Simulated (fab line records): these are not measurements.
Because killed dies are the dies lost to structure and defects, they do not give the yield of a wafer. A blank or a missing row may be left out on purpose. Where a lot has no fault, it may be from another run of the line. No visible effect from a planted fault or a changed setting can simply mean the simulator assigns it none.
Split-lot trial | flow berkeley cmos170 | route with 331 steps; 5 lots, 23 wafers read

## ABOUT THE SPLIT
At UCB170_NLDD_IMPLANT_08, the setting energy kev was moved away from the recipe's 30 on 10 of the 23 wafers read, by -2.4% to +5.8%. This setting was run at the recipe's value on the other wafers.

## FROM THE SPLIT TO THE READING: what the file shows between them, 9 steps
- UCB170_PSD_IMPLANT_08 (also split here: dose cm2)
- UCB170_PSD_STRIP_09: strips in O2
- UCB170_PSD_TW_MEAS_10
- UCB170_BACKSIDE_SOFTBAKE_02: time 60 s (also split here: temp c)
- UCB170_BACKSIDE_STRIP_03: strips in O2
- UCB170_BACKSIDE_CLEAN_04: cleans in SPM, time 600 s
- UCB170_SDANNEAL_RTA_00: time 10 s
- UCB170_SDANNEAL_RTA_01: time 5 s
- UCB170_SDANNEAL_RS_MEAS_02: measures by four-point-probe

## THE READING
NLDD_RS in ohm/sq, measured at UCB170_SDANNEAL_RS_MEAS_05 by four-point-probe. Typical for fault-free wafers on this fab line: 616.0 ohm/sq, with standard deviation 1.2 ohm/sq.

wafer  | tool, chamber at the split | energy kev as run | against the recipe | NLDD_RS, ohm/sq | against lot-mates on the recipe
L074.2 | implanter-02, 0            | 29.49             | -1.7%              | 617.3           | +1.3
L074.3 | implanter-02, 0            | 30                | recipe             | 617.0           | -
L074.4 | implanter-02, 0            | 30                | recipe             | 615.3           | -
L074.5 | implanter-02, 0            | 29.49             | -1.7%              | 617.3           | +1.3
L074.6 | implanter-02, 0            | 30                | recipe             | 615.7           | -
L075.1 | implanter-03, 0            | 30                | recipe             | 616.1           | -
L075.2 | implanter-03, 0            | 29.28             | -2.4%              | 615.1           | -1.2
L075.4 | implanter-03, 0            | 29.28             | -2.4%              | 617.3           | +1.0
L075.5 | implanter-03, 0            | 30                | recipe             | 615.8           | -
L075.6 | implanter-03, 0            | 30                | recipe             | 616.9           | -
L076.2 | implanter-02, 0            | 30                | recipe             | 616.4           | -
L076.3 | implanter-02, 0            | 30                | recipe             | 616.2           | -
L076.4 | implanter-02, 0            | 30                | recipe             | 616.9           | -
L077.1 | implanter-01, 0            | 30                | recipe             | 616.0           | -
L077.2 | implanter-01, 0            | 31.38             | +4.6%              | 610.8           | -4.2
L077.3 | implanter-01, 0            | 31.38             | +4.6%              | 611.4           | -3.6
L077.4 | implanter-01, 0            | 31.38             | +4.6%              | 611.3           | -3.7
L077.6 | implanter-01, 0            | 30                | recipe             | 614.0           | -
L085.1 | implanter-03, 0            | 31.74             | +5.8%              | 610.9           | -4.1
L085.2 | implanter-03, 0            | 31.74             | +5.8%              | 610.9           | -4.1
L085.3 | implanter-03, 0            | 30                | recipe             | 615.8           | -
L085.4 | implanter-03, 0            | 31.74             | +5.8%              | 610.7           | -4.2
L085.6 | implanter-03, 0            | 30                | recipe             | 614.1           | -

THE FIT
A straight line over all 23 wafers: NLDD_RS changes by -0.839 ohm/sq for each +1% of energy kev; r = -0.92; the points scatter about the line by 0.96 ohm/sq.
The same after taking each lot's own level away (the mean of its wafers on the recipe; 23 wafers): -0.676 ohm/sq for each +1%; r = -0.91; scatter 0.83 ohm/sq.
According to that fit, moving energy kev by its largest amount changes the reading by 3.9 ohm/sq.
From 614.95 to 616.50 ohm/sq: that is the span of the lots' own levels, equal to 1.3 times the standard deviation above.
Hence the slope depends on the lot-to-lot level, as the two fits are not the same.
Check: with one of the wafers moved furthest among these (+5.8%) left out of the fit, the line predicts -4.2 ohm/sq for it against its lot-mates. Against them it came out at -4.05 ohm/sq.

## ADDITIONAL SPLITS CARRIED BY THESE WAFERS
Before the reading, these wafers also passed through other splits. Each is held against what the fit with the lots' levels taken away leaves over:
other split on the same wafers     | wafers away from the commonest value | r with NLDD_RS (lot level and that fit taken away)
UCB170_PSD_IMPLANT_08 dose cm2     | 8                                    | -0.14
UCB170_BACKSIDE_SOFTBAKE_02 temp c | 7                                    | -0.16

## THE WHOLE CHAIN: every reading that the file lists as answering this split, in the file's order
step                       | what it does                 | reading                                                         | change (the file's fit)                | r (the file's)
UCB170_NLDD_IMPLANT_08     |                              | implant.rp nm (the simulator's own value, which no gauge read)  | +0.165 nm for each +1% of the setting  | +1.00
UCB170_NLDD_IMPLANT_08     |                              | implant.drp nm (the simulator's own value, which no gauge read) | +0.0702 nm for each +1% of the setting | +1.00
UCB170_SDANNEAL_RS_MEAS_05 | measures by four-point-probe | NLDD_RS                                                         | -0.686 for each +1% of the setting     | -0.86

## THE FILE'S OWN FIT
NLDD_RS changes by -0.686 ohm/sq for each +1% of energy kev, r = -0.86.
